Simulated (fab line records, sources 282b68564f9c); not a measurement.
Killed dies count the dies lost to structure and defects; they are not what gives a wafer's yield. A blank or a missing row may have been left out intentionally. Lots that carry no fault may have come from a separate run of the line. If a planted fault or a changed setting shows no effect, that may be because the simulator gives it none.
fab line records    flow ritCmos
[record] lots = 13  wafers = 39  lastDay = 7
route steps=202 shown PSD@145
lots with no fault: from the same line, run without faults
startH: hours from the record's first day to the start of the lot's first wafer shown    waitH: hours elapsed since this lot's preceding step    " repeats the value in the row above    L1.1+2: a row that stands for several wafers    - no value, or no start given    * or withheld: withheld    < > ~ a bound
route shown NAME@n: names a module that has steps shown in the file, with the first one's number in the route    usual: mean and standard deviation over wafers with no fault    same: alike in all rows    chamber/n: place in a boat    sites: each site's reading    _std_site: standard deviation of those values    _edge_site: the outer-site mean with the inner-site mean subtracted    radiusMm: for every site, how far away it sits from the centre of the wafer    mask NAME#n: copy n    behind: the tool/chamber that last shaped the wafer    hold: why the lot went on hold/how many hours it stayed there/how the hold came to an end    device: whichever transistor did not switch (one of n, p or np)    end of line: the route-end tests of the same wafers    a step given without rows: its recipe and nothing more    killed: count of dies lost to structure and defects at first sort (not the wafer's yield)    map: a wafer's dies, x killed, . not, _ none there
set.NAME: setting as actually run; set.NAME@STEP: the setting as run at that earlier step    model.NAME: the simulator's own value behind a step, which no gauge read
one table for each step of the route and one row for each wafer, over a sample of lots
services: when a tool's chamber went out of use (startH, in hours from the record's first day, below 0 if earlier), for how many hours, and the reason
[[steps]]
[step RIT_PSD_EXPOSE_03]
[recipe] maskId = M10  na = 0.57  targetCdNm = 40900  doseMj = 250
[usual] reticleTempC = 23.01/0.11  stageVelMmS = 500.03/0.28
lot.wafer  tool             chamber  startH  waitH  mask   reticleTempC  stageVelMmS
L604.1     ilineStepper-02  0        56.44   0.2    M10#0  23.20         500.31
L604.2     "                0        "       "      M10#0  22.98         499.99
L604.4     "                0        "       "      M10#0  22.99         499.93
L605.2     ilineStepper-01  0        61.58   0.1    M10#0  23.04         500.18
L605.4     "                0        "       "      M10#0  23.06         500.28
L605.6     "                0        "       "      M10#0  23.05         500.37
L606.2     ilineStepper-01  0        64.23   0.1    M10#0  22.92         499.71
L606.3     "                0        "       "      M10#0  22.98         499.71
L606.6     "                0        "       "      M10#0  23.03         499.76
L607.1     ilineStepper-02  0        66.77   0.2    M10#0  22.88         499.99
L607.3     "                0        "       "      M10#0  23.08         500.11
L607.5     "                0        "       "      M10#0  23.23         500.06
L608.2     ilineStepper-01  0        79.26   0.2    M10#0  22.91         500.64
L608.3     "                0        "       "      M10#0  22.93         499.96
L608.6     "                0        "       "      M10#0  23.02         500.10
L610.1     ilineStepper-02  0        83.09   0.2    M10#0  23.11         499.92
L610.4     "                0        "       "      M10#0  23.00         499.66
L610.5     "                0        "       "      M10#0  22.92         499.88
L611.1     ilineStepper-02  0        93.79   0.2    M10#0  22.78         499.66
L611.2     "                0        "       "      M10#0  22.91         499.64
L611.5     "                0        "       "      M10#0  23.09         499.77
L612.1     ilineStepper-02  0        96.03   0.1    M10#0  23.16         500.35
L612.5     "                0        "       "      M10#0  22.99         500.51
L612.6     "                0        "       "      M10#0  23.10         500.38
L617.1     ilineStepper-01  0        117.67  0.1    M10#0  23.14         499.90
L617.2     "                0        "       "      M10#0  23.03         500.06
L617.3     "                0        "       "      M10#0  23.06         499.70
L618.2     ilineStepper-01  0        130.37  0.1    M10#0  22.90         500.16
L618.4     "                0        "       "      M10#0  22.93         499.64
L618.6     "                0        "       "      M10#0  22.79         500.06
L621.1     ilineStepper-01  0        150.70  0.2    M10#0  22.84         499.89
L621.3     "                0        "       "      M10#0  22.88         499.65
L621.6     "                0        "       "      M10#0  23.07         500.08
L623.1     ilineStepper-01  0        163.18  0.2    M10#0  23.15         499.70
L623.3     "                0        "       "      M10#0  23.15         500.20
L623.4     "                0        "       "      M10#0  23.12         500.63
L626.1     ilineStepper-01  0        170.12  0.2    M10#0  23.18         499.49
L626.4     "                0        "       "      M10#0  23.24         499.93
L626.6     "                0        "       "      M10#0  23.16         499.80
[step RIT_PSD_OVL_MEAS_06]
[usual] PSD_OVL = -0.4/1.3
lot.wafer  tool        chamber  startH  waitH  PSD_OVL[nm]
L604.1     overlay-02  -        56.84   -      1.3
L604.2     "           -        "       "      1.0
L604.4     "           -        "       "      1.9
L605.2     overlay-02  -        62.00   -      1.1
L605.4     "           -        "       "      2.5
L605.6     "           -        "       "      -1.0
L606.2     overlay-02  -        64.62   -      -0.2
L606.3     "           -        "       "      0.6
L606.6     "           -        "       "      -1.6
L607.1     overlay-02  -        67.17   -      -0.1
L607.3     "           -        "       "      0.2
L607.5     "           -        "       "      0.1
L608.2     overlay-01  -        79.65   -      -0.3
L608.3     "           -        "       "      -2.6
L608.6     "           -        "       "      0.7
L610.1     overlay-02  -        83.49   -      -2.6
L610.4     "           -        "       "      -1.9
L610.5     "           -        "       "      -3.0
L611.1     overlay-01  -        94.27   -      -151.0
L611.2     "           -        "       "      -149.6
L611.5     "           -        "       "      -152.1
L612.1     overlay-02  -        96.43   -      -150.8
L612.5     "           -        "       "      -148.6
L612.6     "           -        "       "      -149.1
L617.1     overlay-01  -        118.07  -      -0.5
L617.2     "           -        "       "      0.1
L617.3     "           -        "       "      -2.2
L618.2     overlay-02  -        130.95  -      0.1
L618.4     "           -        "       "      0.7
L618.6     "           -        "       "      0.7
L621.1     overlay-01  -        151.10  -      -1.2
L621.3     "           -        "       "      -2.2
L621.6     "           -        "       "      -1.5
L623.1     overlay-02  -        163.58  -      -1.4
L623.3     "           -        "       "      0.0
L623.4     "           -        "       "      -0.3
L626.1     overlay-02  -        170.60  -      -1.1
L626.4     "           -        "       "      -2.2
L626.6     "           -        "       "      -2.3
[[services]]
tool             chamber  startH  hours  kind
ilineStepper-02  -        61.37   1.7    pm
ilineStepper-01  -        83.57   13.7   repair
ilineStepper-02  -        104.00  2.4    repair
ilineStepper-01  -        108.24  1.7    repair
ilineStepper-02  -        115.72  8.9    pm
ilineStepper-02  0        129.29  -      calibration
[[key]]
[firstSign] step = RIT_PSD_OVL_MEAS_06  reading = PSD_OVL  direction = down  sigmas = 99+  usual = -0.4  struck = -150.2
effect none on later readings
metAt RIT_PSD_EXPOSE_03
struckLots L611,L612
testerLeftOut L611,L612
onsetBetween 83.09 93.79
[fault] kind = scannerMatchingOverlay  tool = ilineStepper-02  chamber = -  onsetH = 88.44  steps = RIT_PSD_EXPOSE_03  offset = -150
// testerLeftOut: of these lots the tester's yield and bins aren't shown, on N5 and GAA mostly nor the transistor test; their killed dies are dies lost to structure and defects alone, not to doping, threshold or leakage, so they don't give the yield
